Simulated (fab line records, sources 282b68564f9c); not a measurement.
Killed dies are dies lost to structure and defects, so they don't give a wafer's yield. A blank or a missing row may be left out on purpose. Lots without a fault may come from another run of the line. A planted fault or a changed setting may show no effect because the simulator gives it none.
Split-lot experiment | flow rit_cmos | 5 lots, 23 wafers read, on a route of 202 steps

THE SPLIT
At RIT_M1_DEVELOP_08 (develop time 68 s), the setting develop_time_s was moved away from the recipe's 68 s on 5 of the 23 wafers read, by -8.6% to -4.0%. The other wafers ran this setting at the recipe's value.

FROM THE SPLIT TO THE READING: what the file shows between them, 4 steps
- RIT_M1_CD_MEAS_09: target cd 2600 nm
- RIT_M1_METAL_ETCH_12: etches Al in Cl2/BCl3, stops on SiO2, time 165 s, target depth 600 nm (also split here: pressure_mtorr)
- RIT_M1_STRIP_13: strips in nmp, time 600 s
- RIT_M1_STRIP_14: strips in O2, time 180 s

THE READING
cd_nm, in nm, at RIT_M1_CD_MEAS_90 (target cd 2600 nm). Fault-free wafers of this fab line usually give 2599.3 nm, standard deviation 1.8 nm.

wafer  | tool, chamber at the split | develop_time_s as run, s | against the recipe | cd_nm, nm | against lot-mates on the recipe
L078.1 | litho_track-01, 0          | 68                       | recipe             | 2601.9    | -
L078.5 | litho_track-01, 0          | 68                       | recipe             | 2601.7    | -
L078.6 | litho_track-01, 0          | 68                       | recipe             | 2604.7    | -
L079.1 | litho_track-01, 0          | 68                       | recipe             | 2599.0    | -
L079.3 | litho_track-01, 0          | 68                       | recipe             | 2598.7    | -
L079.4 | litho_track-01, 0          | 68                       | recipe             | 2596.7    | -
L079.5 | litho_track-01, 0          | 68                       | recipe             | 2599.7    | -
L079.6 | litho_track-01, 0          | 68                       | recipe             | 2599.1    | -
L081.1 | litho_track-04, 0          | 68                       | recipe             | 2599.0    | -
L081.2 | litho_track-04, 0          | 68                       | recipe             | 2600.2    | -
L081.3 | litho_track-04, 0          | 68                       | recipe             | 2599.4    | -
L081.5 | litho_track-04, 0          | 68                       | recipe             | 2599.7    | -
L081.6 | litho_track-04, 0          | 68                       | recipe             | 2598.2    | -
L083.1 | litho_track-01, 0          | 68                       | recipe             | 2600.0    | -
L083.2 | litho_track-01, 0          | 68                       | recipe             | 2599.9    | -
L083.4 | litho_track-01, 0          | 68                       | recipe             | 2598.1    | -
L083.5 | litho_track-01, 0          | 62.13                    | -8.6%              | 2607.0    | +7.7
L083.6 | litho_track-01, 0          | 62.13                    | -8.6%              | 2607.0    | +7.7
L085.1 | litho_track-01, 0          | 65.25                    | -4.0%              | 2601.8    | +4.6
L085.2 | litho_track-01, 0          | 68                       | recipe             | 2596.3    | -
L085.3 | litho_track-01, 0          | 68                       | recipe             | 2598.2    | -
L085.4 | litho_track-01, 0          | 65.25                    | -4.0%              | 2601.1    | +3.8
L085.5 | litho_track-01, 0          | 65.25                    | -4.0%              | 2604.8    | +7.6

THE FIT
A straight line over all 23 wafers: cd_nm changes by -0.85 nm for each +1% of develop_time_s; r = -0.79; the points scatter about the line by 1.8 nm.
The same after taking each lot's own level away (the mean of its wafers on the recipe; 23 wafers): -0.977 nm for each +1%; r = -0.91; scatter 1.2 nm.
On that fit, the largest move of develop_time_s shifts the reading by 8.4 nm.
The lots' own levels span 2597.25 to 2602.77 nm, that is 3.1 times the standard deviation above.
So the lot-to-lot level blurs the effect unless lot-mates are compared.
Check: with one of the wafers moved furthest among these (-8.6%) left out of the fit, the line predicts +9.09 nm for it against its lot-mates. It came out at +7.67 nm against them.

OTHER SPLITS ON THESE WAFERS
These wafers also went through other splits before the reading. Each is held against what the fit with the lots' levels taken away leaves over:
other split on the same wafers        | wafers away from the commonest value | r with cd_nm (lot level and that fit taken away)
RIT_CONTACT_DEVELOP_07 develop_time_s | 6                                    | +0.10
RIT_M1_SPUTTER_00 power_w             | 8                                    | +0.15
RIT_M1_METAL_ETCH_12 pressure_mtorr   | 15                                   | +0.09

THE WHOLE CHAIN: every reading that the file lists as answering this split, in the file's order
step              | what it does      | reading | change (the file's fit)               | r (the file's)
RIT_M1_CD_MEAS_09 | target cd 2600 nm | cd_nm   | -0.915 nm for each +1% of the setting | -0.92
RIT_M1_CD_MEAS_90 | target cd 2600 nm | cd_nm   | -0.962 nm for each +1% of the setting | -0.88

THE FILE'S OWN FIT
cd_nm changes by -0.962 nm for each +1% of develop_time_s, r = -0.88.
